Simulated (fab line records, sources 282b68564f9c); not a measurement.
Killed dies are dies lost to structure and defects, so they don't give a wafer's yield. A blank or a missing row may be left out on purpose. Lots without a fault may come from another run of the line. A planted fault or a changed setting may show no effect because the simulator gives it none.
One fault seen from 2 desks | flow rit_cmos | each desk has only its own numbers; what lay behind them comes last

THE METROLOGY DESK
What the gauges read, lot by lot, whatever tool the lot ran on: means of the sampled wafers that have a number. A lot is out of limits, marked OUT, if its mean lies more than 4 standard deviations from the usual mean; the brackets give that distance.
Columns: A = NRETRO_TW at RIT_NRETRO_TW_MEAS_10, usual 1057
lot  | first seen here | A
L993 | day 2 06:53     | 1052
L994 | day 2 12:05     | 1053
L997 | day 3 03:38     | 1052
L998 | day 3 10:31     | 1063
L999 | day 3 16:47     | 1063
L100 | day 3 21:02     | 1043
L103 | day 4 10:25     | 1187 (+15) OUT
L104 | day 4 15:05     | 1157 (+12) OUT
L107 | day 5 06:55     | 1064
L108 | day 5 12:07     | 1062
L109 | day 5 16:07     | 1058
L111 | day 6 02:08     | 1045
L112 | day 6 06:53     | 1049
L113 | day 6 11:48     | 1048
This desk's finding: out of limits on L103, L104; first on L103, day 4 10:25 (NRETRO_TW at RIT_NRETRO_TW_MEAS_10). In limits: L993, L994, L997, L998, L999, L100, L107, L108, L109, L111, L112, L113.

THE TOOL OWNER'S DESK: implanter-02
The tool's own readings at RIT_NRETRO_IMPLANT_08: means of the sampled wafers that have a number, for each lot that ran on this tool. A lot is out of limits, marked OUT, if its mean lies more than 4 standard deviations from the usual mean; the brackets give that distance.
Columns: A = dose_ions_cm2 at RIT_NRETRO_IMPLANT_08, usual 1.0001e+13; B = faraday_current_uA at RIT_NRETRO_IMPLANT_08, usual 31.8
lot  | first seen here | A                            | B
L997 | day 3 03:19     | 1.0009e+13                   | 31.4
L998 | day 3 10:11     | 9.9987e+12                   | 32.1
L999 | day 3 16:28     | 1.0004e+13                   | 31.2
L103 | day 4 10:05     | 1.3694e+13 (+99 or more) OUT | 44.9 (+18) OUT
L104 | day 4 14:45     | 1.3698e+13 (+99 or more) OUT | 44.7 (+18) OUT
This desk's finding: out of limits on L103, L104; first on L103, day 4 10:05 (dose_ions_cm2 at RIT_NRETRO_IMPLANT_08). In limits: L997, L998, L999.

PUT TOGETHER
The tool owner's desk could have raised an alarm at day 4 10:05, on L103, L104.
The metrology desk could have raised an alarm at day 4 10:25, on L103, L104.
Of the lots named, all ran RIT_NRETRO_IMPLANT_08 on implanter-02.

WHAT THE SIMULATOR HAD PUT IN
Process parameter drift: implanter-02, from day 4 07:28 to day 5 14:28, at RIT_NRETRO_IMPLANT_08. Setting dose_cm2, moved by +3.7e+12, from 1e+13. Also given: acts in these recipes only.
Lots struck among those shown: L103, L104.
Hours from the fault's start to each desk's first reading out of limits: the tool owner's desk, 3; the metrology desk, 3.
